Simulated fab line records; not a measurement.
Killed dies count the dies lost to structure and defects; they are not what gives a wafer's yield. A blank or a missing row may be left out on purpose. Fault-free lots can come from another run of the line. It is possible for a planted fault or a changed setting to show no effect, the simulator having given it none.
Which tool did it? ; flow berkeleyCmos170 ; Sampling: 7 lots, 21 wafers, 2 of 331 route steps

## WHAT THE GAUGES SHOWED, per wafer
UCB170_NLDD_CD_MEAS_06: target cd 1200 nm.
lot;measured;on;cdNm (nm)
L649;day 6 06:28;cdSem-01;1198.0 1199.4 1199.3
L653;day 6 18:59;cdSem-02;1201.7 1202.3 1200.8
L657;day 7 11:19;cdSem-01;1198.0 1198.7 1197.8
L658;day 7 18:34;cdSem-02;1197.9 1196.7 1198.4
L660;day 8 06:40;cdSem-01;1199.2 1199.6 1200.4
L664;day 9 09:53;cdSem-01;1209.3 1210.4 1209.6 1209.4 1210.7 1209.6
L672;day 11 04:48;cdSem-02;1200.5 1199.9 1200.2

## TOOL THAT RAN EACH LOT (tool first, then ch and the chambers of the sampled wafers, then the start)
lot;UCB170_NLDD_PEB_04
L649;lithoTrack-04 ch 0, day 6 06:11
L653;lithoTrack-04 ch 0, day 6 18:43
L657;lithoTrack-04 ch 0, day 7 11:02
L658;lithoTrack-01 ch 0, day 7 18:17
L660;lithoTrack-01 ch 0, day 8 06:23
L664;lithoTrack-01 ch 0, day 9 09:37
L672;lithoTrack-04 ch 0, day 11 04:32
- UCB170_NLDD_PEB_04

## THE ANSWER, worked out from the rows above alone
Rule: usual is defined by the lots themselves. Put in order of their means at a reading, lots are off if they are a third of the lots or fewer, leave a main group of 4 or more, and stand apart from it by a gap of 3 or more times the standard deviation of the main group's means; of several such gaps the widest counts. A main group is skipped when, at the precision printed for the reading in the tables above, its means are all equal. Also off: a lot with no number at a reading for which 4 or more lots have one. The other lots that the step has rows for count as sound.
Off: L664 (UCB170_NLDD_CD_MEAS_06, cdNm). Main group: mean 1199.4 nm, sd 1.3.
If a tool, at a process step before that reading, ran all the lots that are off and no sound lot after the first of them, it fits. Gauges at UCB170_NLDD_CD_MEAS_06: tried the same way as those tools. Undecided on this evidence; 2 tools fit (lithoTrack-01 at UCB170_NLDD_PEB_04, cdSem-01 at UCB170_NLDD_CD_MEAS_06).

## WHAT HAD BEEN PUT IN BY THE SIMULATOR
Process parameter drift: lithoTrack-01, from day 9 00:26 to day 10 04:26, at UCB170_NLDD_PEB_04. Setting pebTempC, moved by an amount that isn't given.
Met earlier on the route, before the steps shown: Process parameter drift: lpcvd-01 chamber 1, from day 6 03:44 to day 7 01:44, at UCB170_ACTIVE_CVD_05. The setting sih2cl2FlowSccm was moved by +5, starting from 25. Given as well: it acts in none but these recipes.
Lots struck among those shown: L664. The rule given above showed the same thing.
